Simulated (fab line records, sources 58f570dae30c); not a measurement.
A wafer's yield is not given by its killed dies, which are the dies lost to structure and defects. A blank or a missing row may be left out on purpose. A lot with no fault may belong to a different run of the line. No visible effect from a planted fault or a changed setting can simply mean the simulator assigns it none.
Problem report in the 8D (eight disciplines) form, filled by code | flow berkeley_cmos170 | the parts of the form that need people (team, actions taken, sign-off) are left out

## 1. WHAT IS WRONG
Mean PLDD_TW at UCB170_PLDD_TW_MEAS_11: 1097 over 6 wafers in 2 lots; fault-free wafers: 1004, standard deviation 7.8. Relative to the usual mean, that is a shift of +12 standard deviations.
The first sign was on wafer L689.3 at day 10 00:11, on film_metro-02. The record has a number at this step for 42 wafers belonging to 14 lots. By rule, "out" or "out of limits" means more than 4 standard deviations away from the usual mean. The rest of the wafers with a number are treated as sound.

## 2. WHAT THIS IS AND IS NOT
question                    | is                           | is not
which readings at this step | PLDD_TW                      | -
which lots                  | L689, L692                   | L675, L676, L677, L678, L679, L681, L682, L685, L687, L694, L696, L698
which wafers of those lots  | all that have a number       | -
read on which gauges        | film_metro-01, film_metro-02 | film_metro-03
when                        | from day 10 00:11            | up to then (27 sound wafers); but 9 sound wafers of L694, L696, L698 came after

## 3. THE SUSPECTS, EACH WITH WHAT RULES IT OUT
Counting: a tool stays on the suspect list if, at a process step up to the reading, it processed all lots that are out and no sound lot following the first of them.
- the gauge at UCB170_PLDD_TW_MEAS_11: ruled out. The wafers that are out were read on 2 gauges (film_metro-01, film_metro-02).
- plasma_asher-03 at UCB170_PWELL_STRIP_16 (strips in O2): ruled out as a lasting fault. After its first lot that is out, L689 (day 6 05:31), sound lots L698 ran on it.
- implanter-01 at UCB170_PLDD_IMPLANT_08: kept. It ran every lot that is out, first L689 (day 9 23:49), and no sound lot after that; its last sound lot up to then is L687 (day 9 13:49). Its own readings are out on those wafers: beam_on_s, dose_ions_cm2, faraday_current_uA.
Left after counting: implanter-01 at UCB170_PLDD_IMPLANT_08.

## 4. THE CAUSE (what the simulator had put in)
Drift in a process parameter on implanter-01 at UCB170_PLDD_IMPLANT_08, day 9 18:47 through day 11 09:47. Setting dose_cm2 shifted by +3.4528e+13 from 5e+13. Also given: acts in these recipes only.
Counting left only this tool.

## 5. THE EFFECT CHAIN, in route order
Rows list readings where the struck wafers' mean (over those with a number) sits beyond 3 standard deviations from the usual. Only readings for which the record gives a usual standard deviation are gone through. hours: the time from each lot's start at the first step in this table that gives one to its start at this step, as a median over the lots. sigmas: the change in usual standard deviations.
hours | step                       | reading            | usual         | on struck wafers | change | sigmas
0     | UCB170_PLDD_IMPLANT_08     | beam_on_s          | 10.01 s       | 13.27            | +3.26  | +16
0     | UCB170_PLDD_IMPLANT_08     | dose_ions_cm2      | 5e+13         | 8e+13            | +3e+13 | +99 or more
0     | UCB170_PLDD_IMPLANT_08     | faraday_current_uA | 158           | 202              | +44    | +15
0     | UCB170_PLDD_TW_MEAS_11     | PLDD_TW            | 1004          | 1097             | +93    | +12
16    | UCB170_SDANNEAL_RS_MEAS_04 | PLDD_RS            | 1031.0 ohm/sq | 818.9            | -212.1 | -85
It contains these process steps:
- UCB170_PLDD_IMPLANT_08

## 6. HOW IT WOULD HAVE BEEN CAUGHT EARLIER
5 hours passed between the start of the fault at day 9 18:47 and the first reading out of limits at a measuring or inspecting step in this record, taken at day 10 00:11.
Tool's own readings at UCB170_PLDD_IMPLANT_08, beam_on_s, dose_ions_cm2, faraday_current_uA: out on all struck wafers the step has rows for; an alarm limit on them would have tripped on the first.
L692, from the lots that are out (2), started UCB170_PLDD_IMPLANT_08 on implanter-01 later than day 10 00:11. A hold on the tool at that time would have spared it.
